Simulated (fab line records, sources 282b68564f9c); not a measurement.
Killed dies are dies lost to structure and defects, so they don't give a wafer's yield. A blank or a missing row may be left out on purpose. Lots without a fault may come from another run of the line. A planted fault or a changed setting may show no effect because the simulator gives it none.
A struck lot beside a sound one | flow rit_cmos | 29 steps out of a route of 202
Sound: wafers L812.3, L812.4, L812.5. Struck: wafers L821.2, L821.4, L821.6. The cause comes at the end.
At each step with rows: each side's tool, then ch and its chambers, then its first start. Under that, the readings that differ: sound wafers | struck wafers | difference of the means | sigmas: that difference in standard deviations of wafers without a fault.
alike: readings whose means differ by less than 2 such deviations, and words and numbers that are the same on both sides. not compared: withheld readings, readings that some wafer has no value for, bounds like >300 that may hide the same value, and numbers for which the record gives no deviation and whose values overlap.
The two part at a step that has a row with sigmas, a row that says differs or no value, or rows on one side only. Numbers that don't overlap but have no deviation are shown without sigmas and don't part them. A reading that every wafer of one side lacks parts them only if that side has two wafers or more.

first, 6 steps without rows for these wafers: RIT_SDANNEAL_RTA_03 (time 5 s); RIT_SILICIDE_WET_ETCH_00 (etches SiO2 in BOE, target depth 14 nm, time 15 s); RIT_SILICIDE_SPUTTER_01 (material Ti, target thk 30 nm, time 240 s); RIT_SILICIDE_RTA_04 (time 10 s, ramp up 5 s, ramp down 5 s); RIT_SILICIDE_WET_ETCH_05 (etches Ti in SPM, time 120 s); RIT_SILICIDE_RTA_06 (time 10 s, ramp up 5 s, ramp down 10 s).
RIT_CONTACT_CVD_00: deposits SiO2 from TEOS, target thk 400 nm, time 61 s.
  sound on pecvd-04 ch 1,2, day 3 12:41; struck on pecvd-04 ch 1,2, day 5 09:23
  alike: heater_power_w, rf_fwd_power_W
then, 21 steps without rows for these wafers: RIT_CONTACT_HMDS_02 (prime time 60 s); RIT_CONTACT_COAT_03 (resist thk 1009 nm); RIT_CONTACT_SOFTBAKE_04 (time 60 s); RIT_CONTACT_EXPOSE_05 (exposes mask M11, target cd 1000 nm); RIT_CONTACT_PEB_06; RIT_CONTACT_DEVELOP_07 (develop time 120 s); RIT_CONTACT_HARDBAKE_10 (time 60 s); RIT_CONTACT_ETCH_11 (etches SiO2 in CHF3/CF4/Ar, stops on TiSi2, target depth 480 nm, time 320 s); RIT_CONTACT_STRIP_12 (strips in O2, time 180 s); RIT_CONTACT_CLEAN_13 (cleans in SC1, time 600 s); RIT_CONTACT_CLEAN_14 (cleans in SC2, time 600 s); RIT_M1_SPUTTER_00 (material Al, target thk 400 nm, time 500 s); RIT_M1_HMDS_03 (prime time 60 s); RIT_M1_COAT_04 (resist thk 1300 nm); RIT_M1_SOFTBAKE_05 (time 60 s); RIT_M1_EXPOSE_06 (exposes mask M12, target cd 2600 nm); RIT_M1_PEB_07; RIT_M1_DEVELOP_08 (develop time 68 s); RIT_M1_HARDBAKE_11 (time 120 s); RIT_M1_METAL_ETCH_12 (etches Al in Cl2/BCl3, stops on SiO2, time 165 s, target depth 600 nm); RIT_M1_STRIP_13 (strips in nmp, time 600 s).
RIT_M1_PROBE_99:
  sound on prober-02, day 3 19:20; struck on prober-01, day 5 15:56
  reading            | sound   | struck                                                                     | difference                   | sigmas
  hold               | - - -   | await_dispo/4.7h/release await_dispo/4.7h/release await_dispo/4.7h/release | no value on the sound wafers |
  killed_at_contacts | 0 0 0   | 32 34 35                                                                   | +34                          | +99 or more
  killed_dies        | 8 10 12 | 41 41 39                                                                   | +30                          | +9
  alike: killed_at_front_end, killed_open, killed_short

WHERE THEY PART
Only at RIT_M1_PROBE_99, within this record.

WHY: what the simulator had put in
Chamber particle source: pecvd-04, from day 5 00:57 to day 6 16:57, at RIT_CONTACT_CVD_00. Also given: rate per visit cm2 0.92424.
